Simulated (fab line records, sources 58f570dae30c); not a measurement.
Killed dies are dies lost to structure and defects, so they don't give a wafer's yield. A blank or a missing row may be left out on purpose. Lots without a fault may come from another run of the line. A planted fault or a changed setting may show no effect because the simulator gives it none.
Which tool did it? | flow berkeley_cmos170 | 14 lots, 42 wafers sampled, at 4 steps of a route of 331

WHAT THE GAUGES READ, wafer by wafer
UCB170_ACTIVE_CD_MEAS_13: target cd 1200 nm.
lot  | measured    | on        | cd_nm (nm)
L280 | day 5 08:19 | cd_sem-02 | 1197.8 1198.8 1199.8
L285 | day 5 15:47 | cd_sem-01 | 1200.4 1200.1 1199.7
L282 | day 5 16:01 | cd_sem-01 | 1201.0 1199.7 1200.2
L283 | day 5 16:10 | cd_sem-01 | 1200.9 1200.7 1200.3
L284 | day 5 16:31 | cd_sem-01 | 1199.0 1198.8 1199.1
L286 | day 5 23:35 | cd_sem-01 | 1200.6 1200.3 1200.6
L287 | day 5 23:50 | cd_sem-01 | 1200.2 1201.6 1200.5
L288 | day 6 00:03 | cd_sem-01 | 1198.9 1200.3 1200.1
L289 | day 6 21:49 | cd_sem-02 | 1199.2 1199.3 1199.0
L290 | day 7 05:02 | cd_sem-02 | 1199.1 1199.3 1201.6
L297 | day 8 16:43 | cd_sem-02 | 1193.8 1192.1 1199.1
L298 | day 8 17:37 | cd_sem-02 | 1195.1 1193.9 1186.9
L301 | day 9 06:18 | cd_sem-02 | 1199.9 1198.8 1199.1
L303 | day 9 17:44 | cd_sem-02 | 1200.6 1200.3 1201.4

UCB170_PFIELD_OVL_MEAS_06.
lot  | measured    | on         | PFIELD_OVL (nm)
L280 | day 5 09:49 | overlay-01 | -5 0 -3
L285 | day 5 18:21 | overlay-02 | 3 -7 -1
L282 | day 5 18:38 | overlay-02 | 3 -6 1
L283 | day 5 18:55 | overlay-02 | 2 -1 5
L284 | day 5 19:11 | overlay-02 | 0 1 2
L286 | day 6 03:57 | overlay-02 | 2 -11 -4
L287 | day 6 04:07 | overlay-02 | 10 5 2
L288 | day 6 04:23 | overlay-02 | -6 6 -1
L289 | day 7 00:07 | overlay-02 | 2 -1 0
L290 | day 7 07:28 | overlay-02 | 4 3 -7
L297 | day 8 19:54 | overlay-02 | -3 -4 -4
L298 | day 8 20:27 | overlay-02 | 1 -9 2
L301 | day 9 09:29 | overlay-02 | 1 -2 2
L303 | day 9 19:56 | overlay-02 | 3 8 2

UCB170_GATE_THK_MEAS_02.
lot  | measured     | on            | GATE_OXIDE_THK (nm)
L280 | day 7 07:31  | film_metro-01 | 6.72 6.72 6.68
L285 | day 7 17:10  | film_metro-01 | 6.94 6.84 6.96
L282 | day 7 17:14  | film_metro-01 | 6.86 6.79 6.68
L283 | day 7 17:14  | film_metro-02 | 6.70 6.73 6.73
L284 | day 7 17:11  | film_metro-02 | 6.78 6.80 6.81
L286 | day 8 06:41  | film_metro-01 | 6.77 6.74 6.93
L287 | day 8 06:40  | film_metro-02 | 6.65 6.71 6.65
L288 | day 8 06:40  | film_metro-04 | 6.74 6.61 6.63
L289 | day 8 23:35  | film_metro-02 | 6.97 6.92 7.06
L290 | day 8 23:35  | film_metro-04 | 6.61 6.68 6.71
L297 | day 10 15:34 | film_metro-01 | 6.64 6.52 6.52
L298 | day 10 21:34 | film_metro-04 | 6.70 6.66 6.60
L301 | day 11 09:41 | film_metro-01 | 6.61 6.67 6.55
L303 | day 11 18:01 | film_metro-02 | 6.68 6.77 6.74

WHICH TOOL RAN EACH LOT (tool, then ch and the chambers of the sampled wafers, then the start)
lot  | UCB170_ACTIVE_EXPOSE_10
L280 | krf_scanner-01 ch 0, day 5 07:56
L285 | krf_scanner-01 ch 0, day 5 15:00
L282 | krf_scanner-01 ch 0, day 5 15:07
L283 | krf_scanner-01 ch 0, day 5 15:15
L284 | krf_scanner-01 ch 0, day 5 15:36
L286 | krf_scanner-01 ch 0, day 5 23:11
L287 | krf_scanner-02 ch 0, day 5 23:25
L288 | krf_scanner-01 ch 0, day 5 23:39
L289 | krf_scanner-02 ch 0, day 6 21:25
L290 | krf_scanner-02 ch 0, day 7 04:39
L297 | krf_scanner-02 ch 0, day 8 15:20
L298 | krf_scanner-02 ch 0, day 8 15:55
L301 | krf_scanner-01 ch 0, day 9 04:52
L303 | krf_scanner-01 ch 0, day 9 17:20
- UCB170_ACTIVE_EXPOSE_10: exposes mask ACTIVE, target cd 1200 nm.

WHAT THE TOOLS THEMSELVES READ (means of the sampled wafers that have a number; where no wafer has one, the mark that the record gives instead)
The record holds no such reading with a usual standard deviation.

THE ANSWER, worked out from the rows above alone
Rule: what is usual is taken from the lots themselves. Put in order of their means at a reading, lots are off if they are a third of the lots or fewer, leave a main group of 4 or more, and stand apart from it by a gap of 3 or more times the standard deviation of the main group's means; of several such gaps the widest counts. A main group whose means are all the same, to the digits that the tables above print for the reading, isn't used. A lot without any number at a reading at which 4 lots or more have one is off too. The other lots that the step has rows for count as sound. The gauges are gone through in route order, then the tools' own readings, and for those a lot's mean is taken as printed above. The first step at which some lot is off is used, and at that step the reading that is off furthest; a lot without a number counts as furthest.
Off: L297, L298, at UCB170_ACTIVE_CD_MEAS_13 (cd_nm). The main group: mean 1199.9 nm, standard deviation 0.69.
A tool fits if, at a process step before that reading, it ran every lot that is off, and no sound lot after the first of them. The gauges at UCB170_ACTIVE_CD_MEAS_13 are tried like those tools. One fits: krf_scanner-02 at UCB170_ACTIVE_EXPOSE_10. Its last sound lot is L290 (day 7 04:39), its first lot that is off L297 (day 8 15:20): a fault that began between those two fits.

WHAT THE SIMULATOR HAD PUT IN
Process parameter drift: krf_scanner-02, from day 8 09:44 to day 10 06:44, at UCB170_ACTIVE_EXPOSE_10. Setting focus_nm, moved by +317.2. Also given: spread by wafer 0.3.
Lots struck among those shown: L297, L298. The rule above found the same.
